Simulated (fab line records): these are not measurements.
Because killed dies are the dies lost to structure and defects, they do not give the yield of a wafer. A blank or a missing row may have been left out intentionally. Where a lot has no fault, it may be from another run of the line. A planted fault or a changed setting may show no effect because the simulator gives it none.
Matching of chambers | flow rit-cmos | rie-si-01 running RIT_GATE_ETCH_19: 4 sister chambers
The step etches poly-Si in SF6/CHF3/O2, stops on SiO2, time 165 s, target depth 312.5 nm. 4 wafers are shown with their chamber, then 7 later ones without.

== WAFERS WITH THEIR CHAMBER ==
wafer  | chamber | throttle-valve-pct (%)
L621.2 | 1       | 10.15
L635.3 | 3       | 10.40
L639.3 | 0       | 10.04
L639.5 | 2       | 10.24

== WAFERS WITHOUT THEIR CHAMBER ==
wafer  | throttle-valve-pct (%)
L639.6 | 10.39
L641.1 | 10.25
L641.3 | 10.04
L641.4 | 10.13
L643.3 | 10.08
L643.4 | 10.24
L643.5 | 10.05

== EACH ONE'S CHAMBER ==
wafer  | from the rows above     | in truth
L639.6 | 3                       | 3
L641.1 | 2                       | 2
L641.3 | 0                       | 0
L641.4 | 1                       | 1
L643.3 | can't be placed: 0 or 1 | 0
L643.4 | 2                       | 2
L643.5 | 0                       | 0
Correctly placed: 6 of 7. From these rows, 1 cannot be placed; in 1 the true chamber is one of the candidates. Placed wrongly: 0.
How it was worked out, from the rows above alone: a wafer's distance from a chamber is the root of the sum, over the readings, of the square of ((its reading less the chamber's mean) divided by the reading's scatter). If the next closest chamber is less than 2 further off than the closest, the wafer can't be placed; otherwise it belongs to the closest. Each chamber's mean is taken over the wafers shown for it. The scatter: with one shown wafer a chamber, the root of the mean of the squares of how far each hidden wafer lies from its nearest shown one.
